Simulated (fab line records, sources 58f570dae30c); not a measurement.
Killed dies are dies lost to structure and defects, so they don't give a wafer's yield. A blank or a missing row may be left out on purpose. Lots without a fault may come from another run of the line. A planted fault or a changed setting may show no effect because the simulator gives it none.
fab line records | flow berkeley_cmos170
record lots=14 wafers=42 last_day=12
route steps=331 shown GATE@143 SPACER@172 NSD@195 SDANNEAL@204
lots that met no fault: from a run of the same line without faults
start_h: hours from the record's first day to the start of the lot's first wafer shown | wait_h: hours since the lot's step before | " the same as in the row above | L1.1+2: a row that stands for several wafers | - no value, or no start given | * or withheld: withheld | < > ~ a bound
route shown NAME@n: a module of which the file shows steps, and the number in the route of the first | usual: mean/standard deviation of fault-free wafers | same: alike in all rows | chamber/n: place in a boat | sites: the reading at each site | _std_site: their standard deviation | _edge_site: outer sites' mean less inner sites' | radius_mm: how far each site lies from the wafer's centre | mask NAME#n: copy n | behind: the tool/chamber that last shaped the wafer | hold: why the lot was held/for how many hours/how that ended | device: the transistor (n, p or np) that didn't switch | end of line: the same wafers' tests at the end of the route | a step without rows: its recipe alone | killed: dies lost to structure and defects at the first sort, not the wafer's yield | map: a wafer's dies, x killed, . not, _ none there
set.NAME: the setting as run; set.NAME@STEP: as run at that earlier step | model.NAME: the simulator's own value behind a step, which no gauge read
steps of the route over a sample of lots; a table a step, a row a wafer
services: from which hour (start_h, from the record's first day; less than 0 if before it) a tool's chamber was out of use, for how many hours, and why
## steps
# step UCB170_GATE_CD_MEAS_90
# recipe target_cd_nm=350
# usual cd_nm=349.6/1.3
# columns lot.wafer tool chamber start_h wait_h cd_nm
L230.1 cd_sem-01 - 118.69 0.1 352.0
L230.3 " - " " 349.4
L230.6 " - " " 351.8
L233.1 cd_sem-01 - 129.76 0.1 348.7
L233.3 " - " " 351.1
L233.5 " - " " 350.5
L234.1 cd_sem-02 - 147.34 0.1 351.6
L234.3 " - " " 349.7
L234.5 " - " " 349.4
L238.3 cd_sem-02 - 167.51 0.1 351.2
L238.4 " - " " 350.7
L238.6 " - " " 350.4
L239.1 cd_sem-01 - 176.60 0.1 350.7
L239.3 " - " " 349.8
L239.4 " - " " 350.8
L241.1 cd_sem-02 - 176.70 0.1 351.5
L241.2 " - " " 352.3
L241.5 " - " " 348.8
L243.1 cd_sem-01 - 186.32 0.1 349.3
L243.3 " - " " 350.6
L243.6 " - " " 348.9
L244.1 cd_sem-02 - 205.35 0.1 348.7
L244.3 " - " " 349.7
L244.5 " - " " 349.5
L245.1 cd_sem-02 - 205.62 0.1 349.1
L245.3 " - " " 348.7
L245.4 " - " " 348.8
L247.1 cd_sem-01 - 210.09 0.1 350.3
L247.2 " - " " 349.6
L247.6 " - " " 350.2
L248.1 cd_sem-01 - 217.06 0.1 349.1
L248.3 " - " " 350.9
L248.4 " - " " 350.4
L249.1 cd_sem-02 - 229.12 0.1 349.3
L249.2 " - " " 350.2
L249.5 " - " " 348.9
L250.3 cd_sem-02 - 236.91 0.1 349.1
L250.4 " - " " 351.9
L250.5 " - " " 347.4
L253.2 cd_sem-02 - 246.14 0.1 349.7
L253.3 " - " " 349.5
L253.5 " - " " 350.3
# step UCB170_SPACER_THK_MEAS_01
# recipe reads=SiO2_of_SPACER_CVD_00
# usual SPACER_TEOS_THK=375/5.4
# columns lot.wafer tool chamber start_h wait_h SPACER_TEOS_THK[nm]
L230.1 film_metro-04 - 123.44 0.0 379
L230.3 " - " " 375
L230.6 " - " " 382
L233.1 film_metro-04 - 135.65 0.0 372
L233.3 " - " " 368
L233.5 " - " " 379
L234.1 film_metro-04 - 151.34 0.0 376
L234.3 " - " " 372
L234.5 " - " " 380
L238.3 film_metro-01 - 171.45 0.0 374
L238.4 " - " " 377
L238.6 " - " " 381
L239.1 film_metro-04 - 181.34 0.0 366
L239.3 " - " " 362
L239.4 " - " " 369
L241.1 film_metro-04 - 181.40 0.0 379
L241.2 " - " " 376
L241.5 " - " " 379
L243.1 film_metro-02 - 191.25 0.1 371
L243.3 " - " " 369
L243.6 " - " " 375
L244.1 film_metro-02 - 209.67 0.0 375
L244.3 " - " " 373
L244.5 " - " " 377
L245.1 film_metro-04 - 209.79 0.0 364
L245.3 " - " " 369
L245.4 " - " " 371
L247.1 film_metro-02 - 213.96 0.0 375
L247.2 " - " " 373
L247.6 " - " " 378
L248.1 film_metro-01 - 222.01 0.0 366
L248.3 " - " " 368
L248.4 " - " " 374
L249.1 film_metro-01 - 235.49 0.0 374
L249.2 " - " " 380
L249.5 " - " " 385
L250.3 film_metro-02 - 241.32 0.0 378
L250.4 " - " " 383
L250.5 " - " " 380
L253.2 film_metro-04 - 250.26 0.0 365
L253.3 " - " " 369
L253.5 " - " " 373
# step UCB170_NSD_IMPLANT_08
# recipe species=P dose_cm2=3e+15 energy_kev=40 tilt_deg=7
# usual beam_energy_keV=40.000/0.012 beam_on_s=9.99/0.18 end_station_pressure_torr=1.26e-05/6.6e-07
# columns lot.wafer tool chamber start_h wait_h beam_energy_keV beam_on_s end_station_pressure_torr
L230.1 implanter-01 0 133.31 0.0 40.021 10.00 1.23e-05
L230.3 " 0 " " 40.002 10.39 1.29e-05
L230.6 " 0 " " 40.017 9.79 1.33e-05
L233.1 implanter-01 0 144.25 0.0 40.003 9.68 1.25e-05
L233.3 " 0 " " 40.005 9.93 1.24e-05
L233.5 " 0 " " 40.024 9.97 1.28e-05
L234.1 implanter-04 0 160.22 0.0 40.010 9.88 1.25e-05
L234.3 " 0 " " 39.998 9.89 1.34e-05
L234.5 " 0 " " 40.002 10.47 1.25e-05
L238.3 implanter-03 - 179.47 0.1 - - -
L238.4 " - " " - - -
L238.6 " - " " - - -
L239.1 implanter-04 - 189.23 0.0 - - -
L239.3 " - " " - - -
L239.4 " - " " - - -
L241.1 implanter-03 0 190.23 0.0 40.006 9.78 1.18e-05
L241.2 " 0 " " 39.985 9.74 1.25e-05
L241.5 " 0 " " 39.990 10.06 1.09e-05
L243.1 implanter-04 0 200.88 0.0 40.010 9.95 1.14e-05
L243.3 " 0 " " 40.012 9.64 1.29e-05
L243.6 " 0 " " 39.999 10.21 1.29e-05
L245.1 implanter-04 0 219.04 0.0 40.000 10.15 1.27e-05
L245.3 " 0 " " 39.971 10.06 1.24e-05
L245.4 " 0 " " 39.973 9.75 1.2e-05
L244.1 implanter-03 0 219.21 0.0 39.982 10.11 1.21e-05
L244.3 " 0 " " 39.989 10.03 1.24e-05
L244.5 " 0 " " 39.975 9.76 1.28e-05
L247.1 implanter-01 0 219.90 0.0 40.018 10.21 1.26e-05
L247.2 " 0 " " 39.997 10.15 1.2e-05
L247.6 " 0 " " 40.005 9.80 1.38e-05
L248.1 implanter-03 0 229.29 0.0 39.990 9.97 1.1e-05
L248.3 " 0 " " 40.016 9.97 1.34e-05
L248.4 " 0 " " 39.993 9.75 1.28e-05
L249.1 implanter-03 0 241.72 0.0 40.016 9.78 1.22e-05
L249.2 " 0 " " 40.008 10.03 1.22e-05
L249.5 " 0 " " 39.993 10.06 1.29e-05
L250.3 implanter-04 0 250.51 0.1 39.989 10.46 1.36e-05
L250.4 " 0 " " 40.000 9.92 1.26e-05
L250.5 " 0 " " 39.992 10.32 1.3e-05
L253.2 implanter-01 0 260.26 0.0 39.992 9.91 1.34e-05
L253.3 " 0 " " 39.993 10.07 1.33e-05
L253.5 " 0 " " 40.017 10.13 1.2e-05
# step UCB170_NSD_STRIP_09
# recipe chemistry=O2 power_w=400 pressure_mtorr=3500 platen_temp_c=withheld o2_flow_sccm=400 overash_fraction=0.5
# usual drypump_motor_current_A=5.80/0.27 oes_product_au=0.533/0.0045 strip_time_to_endpoint_s=35.82/0.07
# columns lot.wafer tool chamber start_h wait_h drypump_motor_current_A oes_product_au rf_hours_counter_h strip_time_to_endpoint_s
L230.1 plasma_asher-03 0 133.46 0.1 6.30 0.534 0 35.83
L230.3 " 0 " " 6.33 0.533 - 35.85
L230.6 " 0 " " 6.30 0.541 - 35.90
L233.1 plasma_asher-03 1 144.40 0.1 5.79 0.537 1 35.86
L233.3 " 0 " " 6.36 0.532 - 35.88
L233.5 " 0 " " 6.39 0.537 - 35.87
L234.1 plasma_asher-04 0 160.37 0.1 5.53 0.538 46 35.78
L234.3 " 0 " " 5.51 0.529 - 35.69
L234.5 " 0 " " 5.53 0.526 - 35.83
L238.3 plasma_asher-03 1 179.60 0.1 5.76 0.734 - 21.59
L238.4 " 0 " " 6.41 0.731 - 21.61
L238.6 " 0 " " 6.36 0.736 - 21.55
L239.1 plasma_asher-03 1 189.38 0.1 5.82 0.731 6 21.55
L239.3 " 1 " " 5.80 0.732 - 21.55
L239.4 " 0 " " 6.36 0.734 - 21.60
L241.1 plasma_asher-02 0 190.38 0.1 5.77 0.531 42 35.79
L241.2 " 1 " " 5.51 0.532 42 35.83
L241.5 " 1 " " 5.50 0.534 - 35.86
L243.1 plasma_asher-04 1 201.03 0.1 5.90 0.529 50 35.85
L243.3 " 1 " " 5.92 0.539 - 35.90
L243.6 " 0 " " 5.54 0.527 - 35.85
L245.1 plasma_asher-02 0 219.19 0.1 5.81 0.533 45 35.96
L245.3 " 1 " " 5.51 0.529 - 35.94
L245.4 " 0 " " 5.80 0.539 - 35.97
L244.1 plasma_asher-04 1 219.36 0.1 5.93 0.530 52 35.82
L244.3 " 1 " " 5.94 0.528 - 35.81
L244.5 " 0 " " 5.57 0.531 - 35.88
L247.1 plasma_asher-02 0 220.05 0.1 5.77 0.541 45 35.78
L247.2 " 1 " " 5.51 0.531 45 35.87
L247.6 " 0 " " 5.81 0.539 - 35.91
L248.1 plasma_asher-03 1 229.44 0.1 5.76 0.543 10 35.75
L248.3 " 0 " " 6.33 0.537 - 35.86
L248.4 " 1 " " 5.76 0.537 - 35.85
L249.1 plasma_asher-04 1 241.87 0.1 5.92 0.528 54 35.68
L249.2 " 0 " " 5.55 0.538 54 35.81
L249.5 " 0 " " 5.53 0.543 - 35.66
L250.3 plasma_asher-03 1 250.64 0.1 5.79 0.531 - 35.79
L250.4 " 0 " " 6.31 0.526 - 35.76
L250.5 " 1 " " 5.76 0.533 - 35.87
L253.2 plasma_asher-04 0 260.39 0.1 5.55 0.535 56 35.82
L253.3 " 1 " " 5.90 0.534 - 35.85
L253.5 " 0 " " 5.54 0.535 - 35.93
# step UCB170_NSD_TW_MEAS_10
# usual NSD_TW=4174/41
# columns lot.wafer tool chamber start_h wait_h NSD_TW
L230.1 film_metro-02 - 133.56 0.1 4222
L230.3 " - " " 4229
L230.6 " - " " 4218
L233.1 film_metro-01 - 144.50 0.1 4140
L233.3 " - " " 4159
L233.5 " - " " 4142
L234.1 film_metro-01 - 160.47 0.1 4133
L234.3 " - " " 4131
L234.5 " - " " 4156
L238.3 film_metro-01 - 179.69 0.1 30
L238.4 " - " " 30
L238.6 " - " " 30
L239.1 film_metro-03 - 189.48 0.1 30
L239.3 " - " " 30
L239.4 " - " " 30
L241.1 film_metro-02 - 190.48 0.1 4247
L241.2 " - " " 4238
L241.5 " - " " 4255
L243.1 film_metro-03 - 201.13 0.1 4157
L243.3 " - " " 4169
L243.6 " - " " 4150
L245.1 film_metro-03 - 219.29 0.1 4188
L245.3 " - " " 4202
L245.4 " - " " 4201
L244.1 film_metro-01 - 219.46 0.1 4113
L244.3 " - " " 4138
L244.5 " - " " 4133
L247.1 film_metro-01 - 220.15 0.1 4136
L247.2 " - " " 4117
L247.6 " - " " 4122
L248.1 film_metro-02 - 229.54 0.1 4273
L248.3 " - " " 4240
L248.4 " - " " 4264
L249.1 film_metro-02 - 241.97 0.1 4234
L249.2 " - " " 4253
L249.5 " - " " 4214
L250.3 film_metro-03 - 250.73 0.1 4145
L250.4 " - " " 4166
L250.5 " - " " 4173
L253.2 film_metro-02 - 260.50 0.1 4226
L253.3 " - " " 4222
L253.5 " - " " 4261
# step UCB170_SDANNEAL_RTA_00
# recipe temp_c=900 time_s=10 ambient=N2
# usual anneal_temp_c_max=903.6/0.62 lamp_power_pct=25.3/0.36 wafer_temp_C_max=904.2/1.1
# columns lot.wafer tool chamber start_h wait_h anneal_temp_c_max lamp_power_pct wafer_temp_C_max
L230.1 rtp_anneal-01 0 135.89 0.0 904.9 25.0 905.8
L230.3 " 0 " " 904.9 25.0 907.3
L230.6 " 0 " " 905.1 25.0 904.0
L233.1 rtp_anneal-02 0 145.46 0.0 903.8 25.7 902.4
L233.3 " 0 " " 904.3 25.7 904.0
L233.5 " 0 " " 903.7 25.7 902.9
L234.1 rtp_anneal-01 0 161.63 0.0 903.5 25.0 903.7
L234.3 " 0 " " 903.9 25.0 903.6
L234.5 " 0 " " 902.9 25.0 905.1
L238.3 rtp_anneal-01 0 181.09 0.0 903.6 25.1 904.6
L238.4 " 0 " " 902.8 25.0 905.0
L238.6 " 0 " " 903.3 25.0 906.9
L239.1 rtp_anneal-02 0 190.64 0.0 903.5 25.7 903.7
L239.3 " 0 " " 903.2 25.7 903.2
L239.4 " 0 " " 903.0 25.7 903.6
L241.1 rtp_anneal-01 0 191.46 0.0 903.3 25.0 904.9
L241.2 " 0 " " 903.1 25.0 905.9
L241.5 " 0 " " 903.1 25.0 904.5
L243.1 rtp_anneal-02 0 202.13 0.0 904.3 25.7 904.4
L243.3 " 0 " " 903.8 25.8 903.4
L243.6 " 0 " " 904.1 25.7 903.0
L245.1 rtp_anneal-02 0 220.68 0.0 903.6 25.8 903.6
L245.3 " 0 " " 905.5 25.7 903.1
L245.4 " 0 " " 903.8 25.7 903.4
L244.1 rtp_anneal-01 0 221.09 0.0 904.0 25.0 905.3
L244.3 " 0 " " 903.4 25.0 906.1
L244.5 " 0 " " 904.1 25.0 903.9
L247.1 rtp_anneal-01 0 221.54 0.0 903.5 25.0 904.2
L247.2 " 0 " " 903.1 25.0 903.9
L247.6 " 0 " " 903.2 25.0 904.0
L248.1 rtp_anneal-01 0 232.28 0.0 903.1 25.1 903.3
L248.3 " 0 " " 903.5 25.0 903.8
L248.4 " 0 " " 902.2 25.0 904.8
L249.1 rtp_anneal-02 0 242.94 0.0 903.0 25.7 903.6
L249.2 " 0 " " 903.3 25.8 903.2
L249.5 " 0 " " 904.7 25.8 903.2
L250.3 rtp_anneal-02 0 251.69 0.0 903.6 25.7 903.9
L250.4 " 0 " " 903.0 25.8 903.9
L250.5 " 0 " " 902.4 25.8 904.5
L253.2 rtp_anneal-01 0 262.30 0.1 903.3 25.0 903.5
L253.3 " 0 " " 903.2 25.0 904.6
L253.5 " 0 " " 903.9 25.0 902.9
# step UCB170_SDANNEAL_RS_MEAS_03
# recipe thk_meas_gauge=four-point-probe
# usual NSD_RS=37.24/0.072
# columns lot.wafer tool chamber start_h wait_h NSD_RS[ohm/sq]
L230.1 film_metro-01 - 136.14 0.1 37.26
L230.3 " - " " 37.17
L230.6 " - " " 37.17
L233.1 film_metro-03 - 145.70 0.1 37.33
L233.3 " - " " 37.22
L233.5 " - " " 37.25
L234.1 film_metro-03 - 161.87 0.1 37.23
L234.3 " - " " 37.24
L234.5 " - " " 37.23
L238.3 film_metro-01 - 181.35 0.1 132.70
L238.4 " - " " 132.91
L238.6 " - " " 132.91
L239.1 film_metro-02 - 190.89 0.1 132.86
L239.3 " - " " 133.01
L239.4 " - " " 132.73
L241.1 film_metro-01 - 191.70 0.1 37.18
L241.2 " - " " 37.15
L241.5 " - " " 37.04
L243.1 film_metro-01 - 202.38 0.1 37.14
L243.3 " - " " 37.18
L243.6 " - " " 37.11
L245.1 film_metro-03 - 220.93 0.1 37.20
L245.3 " - " " 37.26
L245.4 " - " " 37.14
L244.1 film_metro-01 - 221.34 0.1 37.24
L244.3 " - " " 37.24
L244.5 " - " " 37.35
L247.1 film_metro-02 - 221.79 0.1 37.30
L247.2 " - " " 37.27
L247.6 " - " " 37.29
L248.1 film_metro-02 - 232.52 0.1 37.22
L248.3 " - " " 37.30
L248.4 " - " " 37.28
L249.1 film_metro-02 - 243.18 0.1 37.36
L249.2 " - " " 37.32
L249.5 " - " " 37.31
L250.3 film_metro-02 - 251.95 0.1 37.28
L250.4 " - " " 37.32
L250.5 " - " " 37.32
L253.2 film_metro-03 - 262.55 0.1 37.28
L253.3 " - " " 37.26
L253.5 " - " " 37.23
## services
# columns tool chamber start_h hours kind
plasma_asher-03 - 117.75 14.6 pm
plasma_asher-03 0 117.75 - clean
plasma_asher-03 1 117.75 - clean
plasma_asher-02 - 193.46 1.0 repair
plasma_asher-03 - 212.55 1.7 repair
plasma_asher-04 - 261.47 6.5 repair
## key
first_sign step=UCB170_NSD_IMPLANT_08 reading=tool_record direction=missing
effect step=UCB170_NSD_STRIP_09 reading=strip_time_to_endpoint_s direction=down sigmas=99+ usual=* struck=*
effect step=UCB170_NSD_TW_MEAS_10 reading=NSD_TW direction=down sigmas=99+ usual=4174 struck=30
effect step=UCB170_SDANNEAL_RS_MEAS_03 reading=NSD_RS direction=up sigmas=99+ usual=37.24 struck=132.85
met_at UCB170_NSD_IMPLANT_08
struck_lots L238,L239
later_rows_left_out L238.3,L238.4,L238.6,L239.1,L239.3,L239.4
sort_left_out L238.3,L238.4,L238.6,L239.1,L239.3,L239.4
tester_left_out L238,L239
not_acting_at UCB170_GATE_CD_MEAS_90,UCB170_SPACER_THK_MEAS_01,UCB170_SDANNEAL_RTA_00
onset_between 160.22 179.47
fault kind=skipped_step_whole tool=implanter-03,implanter-04 chamber=- onset_h=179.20 steps=UCB170_NSD_IMPLANT_08 scope=struck_lots_only
# tester_left_out: of these lots the tester's yield and bins aren't shown, on N5 and GAA mostly nor the transistor test; their killed dies are dies lost to structure and defects alone, not to doping, threshold or leakage, so they don't give the yield
# sort_left_out: the simulated sort isn't trusted on such a fault, so these wafers' sort isn't shown, and their yield isn't known
# later_rows_left_out: the simulator's readings of these wafers behind a module that went badly wrong aren't trusted and aren't shown, but for the sort
